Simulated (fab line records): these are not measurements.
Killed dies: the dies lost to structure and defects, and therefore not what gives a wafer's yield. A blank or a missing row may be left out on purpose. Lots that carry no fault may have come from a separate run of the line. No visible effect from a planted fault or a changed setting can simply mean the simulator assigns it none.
fab line records	flow rit_cmos
record: lots: 6	wafers: 18	last_day: 8
route steps=202 shown NWELL@38 PWELL@39 WELLDRIVE@50 NRETRO@53 M1@202
lots with no fault: from the same line, run without faults
start_h: start of the lot's first displayed wafer, in hours after the record's first day	wait_h: time in hours since the lot's previous step	" the same as in the row above	L1.1+2: one row covering several wafers at once	- no value present, or no start provided	* or withheld: withheld	< > ~ a bound
route shown NAME@n: NAME is a module with steps in the file, n the number in the route of the first one	usual: mean/standard deviation taken from wafers without a fault	same: alike in all rows	chamber/n: place in a boat	sites: each site's reading	_std_site: how widely they spread, as a standard deviation	_edge_site: inner sites' mean taken away from outer sites' mean	radius_mm: how far each site lies from the wafer's centre	mask NAME#n: copy n	behind: the tool/chamber that last shaped the wafer	hold: reason for holding the lot/hours on hold/outcome of the hold	device: the n, p or np transistor that did not switch	end of line: the tests these same wafers got at the end of their route	for a step that has no rows: nothing shown but its recipe	killed: dies lost to structure and defects at the first sort, not the wafer's yield	map: a wafer's dies, x killed, . not, _ none there
set.NAME: the setting as run; set.NAME@STEP: as run at that earlier step	model.NAME: the simulator's own value behind a step, which no gauge read
lots at selected steps of the route; one table per step, one row per wafer
services: from which hour (start_h, from the record's first day; less than 0 if before it) a tool's chamber was out of use, for how many hours, and why
== steps ==
step: RIT_NWELL_TW_MEAS_10
usual: NWELL_TW: 2144/19
lot.wafer	tool	chamber	start_h	wait_h	NWELL_TW
L741.3	film_metro-02	-	73.74	0.1	2109
L741.4	"	-	"	"	2127
L741.5	"	-	"	"	2113
L742.2	film_metro-04	-	77.40	0.1	2136
L742.3	"	-	"	"	2143
L742.6	"	-	"	"	2149
L745.1	film_metro-03	-	92.15	0.1	2151
L745.3	"	-	"	"	2145
L745.4	"	-	"	"	2143
L748.1	film_metro-04	-	114.73	0.1	2139
L748.2	"	-	"	"	2138
L748.5	"	-	"	"	2147
L752.1	film_metro-02	-	128.49	0.1	2117
L752.2	"	-	"	"	2114
L752.3	"	-	"	"	2121
L754.1	film_metro-03	-	140.17	0.1	2140
L754.2	"	-	"	"	2145
L754.5	"	-	"	"	2150
step: RIT_PWELL_HMDS_00
recipe: prime_time_s: 60	prime_temp_c: 140
step: RIT_PWELL_COAT_01
recipe: resist: NOVOLAK	spin_rpm: 2000	resist_thk_nm: 1300
step: RIT_PWELL_SOFTBAKE_02
recipe: resist: NOVOLAK	temp_c: 90	time_s: 60
step: RIT_PWELL_EXPOSE_03
recipe: mask_id: M3	na: 0.57	target_cd_nm: 43700	dose_mj: 250
step: RIT_PWELL_PEB_04
recipe: resist: NOVOLAK	temp_c: withheld	time_s: withheld
step: RIT_PWELL_DEVELOP_05
recipe: resist: NOVOLAK	develop_time_s: 68	dev_temp_c: 23
step: RIT_PWELL_OVL_MEAS_06
usual: PWELL_OVL: -0.1/1.6
lot.wafer	tool	chamber	start_h	wait_h	PWELL_OVL[nm]
L741.3	overlay-02	-	74.80	-	1.3
L741.4	"	-	"	"	0.5
L741.5	"	-	"	"	0.2
L742.2	overlay-02	-	78.47	-	-0.3
L742.3	"	-	"	"	-0.8
L742.6	"	-	"	"	0.1
L745.1	overlay-02	-	93.09	-	1.6
L745.3	"	-	"	"	0.1
L745.4	"	-	"	"	3.1
L748.1	overlay-01	-	115.79	-	-0.5
L748.2	"	-	"	"	-0.6
L748.5	"	-	"	"	0.6
L752.1	overlay-02	-	129.55	-	3.5
L752.2	"	-	"	"	3.2
L752.3	"	-	"	"	1.4
L754.1	overlay-02	-	141.29	-	0.7
L754.2	"	-	"	"	-1.1
L754.5	"	-	"	"	-1.6
step: RIT_PWELL_HARDBAKE_07
recipe: resist: NOVOLAK	temp_c: 140	time_s: 120
step: RIT_PWELL_IMPLANT_08
recipe: species: B	energy_kev: 170	dose_cm2: 7e+13	tilt_deg: 7
step: RIT_PWELL_STRIP_09
recipe: chemistry: O2	time_s: 180	resist: NOVOLAK	platen_temp_c: withheld	power_w: 500	pressure_mtorr: 4000	o2_flow_sccm: 4000
usual: drypump_motor_current_A: 5.9/0.44	rf_refl_power_W: 7.2/0.86
same: time_s: 180
lot.wafer	tool	chamber	start_h	wait_h	drypump_motor_current_A	rf_hours_counter_h	rf_refl_power_W
L741.3	plasma_asher-02	0	75.28	0.1	6.0	-	8.0
L741.4	"	1	"	"	5.2	-	7.7
L741.5	"	0	"	"	6.1	-	8.3
L742.2	plasma_asher-02	0	78.90	0.1	6.1	45	8.0
L742.3	"	1	"	"	5.3	-	7.8
L742.6	"	1	"	"	5.3	-	7.7
L745.1	plasma_asher-02	1	93.53	0.1	5.2	46	7.7
L745.3	"	1	"	"	5.2	-	7.7
L745.4	"	0	"	"	6.1	-	8.1
L748.1	plasma_asher-01	0	116.23	0.1	5.6	30	7.1
L748.2	"	1	"	"	5.7	30	6.7
L748.5	"	1	"	"	5.7	-	6.5
L752.1	plasma_asher-04	0	129.99	0.1	6.3	50	5.7
L752.2	"	1	"	"	6.7	50	8.3
L752.3	"	1	"	"	6.7	-	8.8
L754.1	plasma_asher-02	0	141.72	0.1	6.1	3	8.0
L754.2	"	1	"	"	5.2	3	7.8
L754.5	"	0	"	"	6.1	-	7.9
step: RIT_PWELL_TW_MEAS_10
usual: PWELL_TW: 948/9.2
lot.wafer	tool	chamber	start_h	wait_h	PWELL_TW
L741.3	film_metro-04	-	75.42	0.1	944
L741.4	"	-	"	"	949
L741.5	"	-	"	"	944
L742.2	film_metro-02	-	79.08	0.1	941
L742.3	"	-	"	"	939
L742.6	"	-	"	"	941
L745.1	film_metro-02	-	93.70	0.1	939
L745.3	"	-	"	"	941
L745.4	"	-	"	"	940
L748.1	film_metro-04	-	116.40	0.1	952
L748.2	"	-	"	"	949
L748.5	"	-	"	"	953
L752.1	film_metro-03	-	130.16	0.1	953
L752.2	"	-	"	"	951
L752.3	"	-	"	"	955
L754.1	film_metro-02	-	141.90	0.1	941
L754.2	"	-	"	"	939
L754.5	"	-	"	"	944
step: RIT_WELLDRIVE_ANNEAL_00
recipe: temp_c: 1100	time_s: 14700	ambient: N2
usual: spike_tc_centre_C: 1101.9/1.6	spike_tc_source_C: 1125.2/1.7	tube_center_temp_C: 1100/0.1	tube_center_temp_C_max: 1102.8/0.45	zone_power_load_pct: 42.0/3
same: time_s: 14700
lot.wafer	tool	chamber	start_h	wait_h	spike_tc_centre_C	spike_tc_source_C	tube_center_temp_C	tube_center_temp_C_max	zone_power_load_pct
L741.3	furnace-01	0	76.63	1.2	1101.9	1125.8	1100.1	1102.9	45.2
L741.4	"	0	"	"	1102.9	1125.6	1100	1103.0	45.9
L741.5	"	0	"	"	1101.4	1125.8	1099.9	1102.9	46.1
L742.2	furnace-03	0	79.13	0.0	1103.1	1125.2	1099.6	1102.0	38.8
L742.3	"	0	"	"	1102.9	1126.8	1099.9	1103.2	37.8
L742.6	"	0	"	"	1102.6	1125.4	1099.8	1102.3	39.2
L745.1	furnace-03	0	98.22	4.5	1094.6	1117.0	1092.1	1094.9	38.3
L745.3	"	0	"	"	1095.3	1116.9	1092	1095.0	37.9
L745.4	"	0	"	"	1097.9	1118.8	1092.1	1095.0	38.1
L748.1	furnace-03	0	118.06	1.7	1095.8	1119.4	1092.1	1094.5	37.8
L748.2	"	0	"	"	1095.4	1118.1	1091.9	1095.2	38.3
L748.5	"	0	"	"	1095.7	1117.7	1092	1095.7	37.8
L752.1	furnace-01	0	133.12	2.9	1102.0	1124.7	1099.9	1102.5	45.2
L752.2	"	0	"	"	1102.5	1124.2	1100	1103.0	45.9
L752.3	"	0	"	"	1100.2	1126.4	1099.9	1103.0	46.1
L754.1	furnace-01	0	142.80	0.9	1100.1	1127.7	1100.1	1102.4	46.1
L754.2	"	0	"	"	1100.5	1125.6	1099.9	1102.5	45.5
L754.5	"	0	"	"	1101.4	1126.0	1100.1	1102.7	45.4
step: RIT_WELLDRIVE_RS_MEAS_01
recipe: thk_meas_gauge: four-point-probe
usual: NWELL_RS: 275.4/0.73
lot.wafer	tool	chamber	start_h	wait_h	NWELL_RS[ohm/sq]
L741.3	film_metro-04	-	81.75	0.0	276.1
L741.4	"	-	"	"	275.8
L741.5	"	-	"	"	277.2
L742.2	film_metro-02	-	84.23	0.0	275.0
L742.3	"	-	"	"	274.8
L742.6	"	-	"	"	274.7
L745.1	film_metro-03	-	103.31	0.0	284.8
L745.3	"	-	"	"	284.8
L745.4	"	-	"	"	284.3
L748.1	film_metro-04	-	123.15	0.0	283.5
L748.2	"	-	"	"	283.1
L748.5	"	-	"	"	283.7
L752.1	film_metro-04	-	138.20	0.0	275.4
L752.2	"	-	"	"	275.3
L752.3	"	-	"	"	275.6
L754.1	film_metro-02	-	147.89	0.0	275.2
L754.2	"	-	"	"	274.3
L754.5	"	-	"	"	274.6
step: RIT_WELLDRIVE_RS_MEAS_02
recipe: thk_meas_gauge: four-point-probe
usual: PWELL_RS: 429.3/1.2
lot.wafer	tool	chamber	start_h	wait_h	PWELL_RS[ohm/sq]
L741.3	film_metro-04	-	81.87	0.1	430.9
L741.4	"	-	"	"	430.2
L741.5	"	-	"	"	430.5
L742.2	film_metro-02	-	84.35	0.1	428.4
L742.3	"	-	"	"	428.5
L742.6	"	-	"	"	429.6
L745.1	film_metro-03	-	103.43	0.1	440.7
L745.3	"	-	"	"	438.4
L745.4	"	-	"	"	440.0
L748.1	film_metro-04	-	123.27	0.1	439.4
L748.2	"	-	"	"	438.3
L748.5	"	-	"	"	438.7
L752.1	film_metro-04	-	138.32	0.1	428.6
L752.2	"	-	"	"	429.0
L752.3	"	-	"	"	427.6
L754.1	film_metro-02	-	148.01	0.1	429.1
L754.2	"	-	"	"	432.1
L754.5	"	-	"	"	429.5
step: RIT_NRETRO_HMDS_00
recipe: prime_time_s: 60	prime_temp_c: 140
step: RIT_M1_PROBE_99
usual: killed_at_contacts: 0.1/0.23	killed_at_front_end: 7/3.1	killed_dies: 7/3.1	killed_open: 3.3/2	killed_short: 3.6/1.9
same: gross_dies: 264	killed_at_M0_to_M3: 0	killed_at_M4_up: 0	killed_at_back_side: 0	killed_at_other: 0
lot.wafer	tool	chamber	start_h	wait_h	killed_at_contacts	killed_at_front_end	killed_dies	killed_open	killed_short	model.etest.nwell_pinched.rs_ohm_sq	model.etest.pwell_pinched.rs_ohm_sq	model.etest.pwell.rs_ohm_sq	model.etest.field_n.vt_v	model.etest.field_p_metal.vt_v	model.etest.field_p.vt_v	model.etest.diode_pplus_comb.cj_ff_um2	model.etest.cap_p_gate.c_min_ff_um2
L741.3	prober-02	-	115.08	0.2	0	7	7	3	4	340.3	458.8	414.9	34.58	-29.55	-12.85	1.987	2.329
L741.4	prober-02	-	115.13	0.2	0	10	10	5	5	339.9	459.9	417	33.98	-30.32	-12.93	1.984	2.331
L741.5	prober-02	-	115.18	0.2	0	7	7	4	3	344.8	465.6	417.6	34.68	-29.68	-12.89	1.981	2.322
L742.2	prober-01	-	122.77	0.1	0	0	0	0	0	338.9	462	414.4	34.67	-29.68	-12.77	1.972	2.342
L742.3	prober-01	-	122.82	0.2	0	11	11	8	3	330.8	451.9	416.3	34.8	-29.78	-12.83	1.968	2.322
L742.6	prober-01	-	122.97	0.2	0	4	4	4	0	338.5	461.5	413.3	34.23	-29.89	-12.73	1.972	2.341
L745.1	prober-02	-	133.62	0.1	0	3	3	1	2	358.8	484.2	432	35.8	-28.5	-12.33	2.012	2.354
L745.3	prober-02	-	133.72	0.2	0	7	7	4	3	357.3	478.1	435	36.3	-28.21	-12.32	2.006	2.329
L745.4	prober-02	-	133.77	0.2	0	7	7	2	5	352.5	472.8	434	36.09	-28.9	-12.34	2.018	2.344
L748.1	prober-02	-	157.24	0.1	0	6	6	1	5	355.6	459.4	414.8	35.97	-28.2	-12.11	2.071	2.354
L748.2	prober-02	-	157.29	0.1	0	7	7	2	5	354.5	459.5	423.4	36.21	-28.25	-12.19	2.072	2.361
L748.5	prober-02	-	157.44	0.2	0	5	5	3	2	353.1	455.2	420.2	36.7	-28.27	-12.14	2.072	2.359
L752.1	prober-01	-	172.97	0.1	0	7	7	3	4	333.5	460.6	420.6	35.22	-28.53	-12.32	2.012	2.311
L752.2	prober-01	-	173.02	0.1	0	9	9	5	4	337.8	464.2	418.1	34.5	-28.57	-12.38	2.011	2.317
L752.3	prober-01	-	173.07	0.2	1	4	5	4	1	336.7	453.5	415.2	35.52	-28.44	-12.38	2.015	2.326
L754.1	prober-02	-	180.41	0.1	0	5	5	2	3	341.7	467.8	417.2	34.69	-29.06	-12.52	1.964	2.317
L754.2	prober-02	-	180.46	0.1	0	5	5	1	4	338	462.5	423	34.32	-29.57	-12.51	1.967	2.317
L754.5	prober-02	-	180.61	0.2	0	4	4	2	2	339.4	464.1	413.9	34.09	-29.97	-12.54	1.972	2.306
killed by level:class
L741.3 GATE:geometric_particle:short=3 GATE:geometric_particle:open=2 REOX:geometric_particle:short=1 REOX:geometric_particle:open=1
L741.4 GATE:geometric_particle:open=4 GATE:geometric_particle:short=3 FOX1:geometric_particle:short=1 REOX:geometric_particle:short=1 SILICIDE:geometric_particle:open=1
L741.5 REOX:geometric_particle:short=2 SPACER:geometric_particle:open=2 FOX2:geometric_particle:open=1 GATE:geometric_particle:short=1 GATE:geometric_particle:open=1
L742.3 REOX:geometric_particle:open=3 GATE:geometric_particle:open=2 SILICIDE:geometric_particle:open=2 SILICIDE:geometric_particle:short=2 FOX1:geometric_particle:open=1 GATE:geometric_particle:short=1
L742.6 SILICIDE:geometric_particle:open=2 FOX1:geometric_particle:open=1 REOX:geometric_particle:open=1
L745.1 FOX2:geometric_particle:short=1 SPACER:geometric_particle:short=1 SILICIDE:geometric_particle:open=1
L745.3 GATE:geometric_particle:short=2 FOX1:geometric_particle:open=1 GATE:geometric_particle:open=1 SPACER:geometric_particle:short=1 SPACER:geometric_particle:open=1 SILICIDE:geometric_particle:open=1
L745.4 GATE:geometric_particle:short=2 SILICIDE:geometric_particle:short=2 FOX1:geometric_particle:open=1 GATE:geometric_particle:open=1 SPACER:geometric_particle:short=1
L748.1 GATE:geometric_particle:short=3 FOX1:geometric_particle:short=2 GATE:geometric_particle:open=1
L748.2 GATE:geometric_particle:short=2 FOX1:geometric_particle:open=1 FOX2:geometric_particle:short=1 GATE:geometric_particle:open=1 REOX:geometric_particle:short=1 SPACER:geometric_particle:short=1
L748.5 FOX1:geometric_particle:short=2 REOX:geometric_particle:open=2 FOX2:geometric_particle:open=1
L752.1 REOX:geometric_particle:short=3 GATE:geometric_particle:open=2 FOX1:geometric_particle:short=1 FOX2:geometric_particle:open=1
L752.2 GATE:geometric_particle:open=4 FOX1:geometric_particle:short=1 FOX2:geometric_particle:short=1 REOX:geometric_particle:short=1 SPACER:geometric_particle:open=1 SILICIDE:geometric_particle:short=1
L752.3 GATE:geometric_particle:open=3 GATE:geometric_particle:short=1 CONTACT:geometric_particle:open=1
L754.1 FOX1:geometric_particle:short=2 FOX1:geometric_particle:open=1 GATE:geometric_particle:open=1 SILICIDE:geometric_particle:short=1
L754.2 GATE:geometric_particle:short=2 GATE:geometric_particle:open=1 REOX:geometric_particle:short=1 SILICIDE:geometric_particle:short=1
L754.5 FOX1:geometric_particle:short=2 GATE:geometric_particle:open=2
== services ==
tool	chamber	start_h	hours	kind
furnace-01	-	55.74	4.0	pm
plasma_asher-04	-	82.67	4.3	pm
plasma_asher-04	-	100.14	10.0	pm
plasma_asher-01	-	102.78	0.8	repair
plasma_asher-02	-	108.75	9.0	pm
plasma_asher-02	0	108.75	9.0	vent_cycle
plasma_asher-02	1	108.75	9.0	vent_cycle
plasma_asher-02	0	117.75	-	clean
plasma_asher-02	1	117.75	-	clean
== key ==
first_sign: step: RIT_WELLDRIVE_ANNEAL_00	reading: tube_center_temp_C	direction: down	sigmas: 72	usual: *	struck: *
effect: step: RIT_WELLDRIVE_ANNEAL_00	reading: tube_center_temp_C_max	direction: down	sigmas: 17	usual: *	struck: *
effect: step: RIT_WELLDRIVE_RS_MEAS_01	reading: NWELL_RS	direction: up	sigmas: 12	usual: 275.4	struck: 284.0
effect: step: RIT_WELLDRIVE_RS_MEAS_02	reading: PWELL_RS	direction: up	sigmas: 8.1	usual: 429.3	struck: 439.2
model_effect: step: RIT_M1_PROBE_99	value: etest.nwell_pinched.rs_ohm_sq	without: 338.2	struck: 355.3
met_at RIT_WELLDRIVE_ANNEAL_00
struck_wafers L745.1,L745.3,L745.4,L748.1,L748.2,L748.5
tester_left_out L745,L748
onset_between 79.13 98.22
fault: kind: process_parameter_drift	tool: furnace-03	chamber: -	onset_h: 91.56	steps: RIT_WELLDRIVE_ANNEAL_00	channel: temp_c	offset: *	shape: step	end_h: 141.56	acts_in: *	stated: *
tester_left_out: of these lots the tester's yield and bins aren't shown, on N5 and GAA mostly nor the transistor test; their killed dies are dies lost to structure and defects alone, not to doping, threshold or leakage, so they don't give the yield
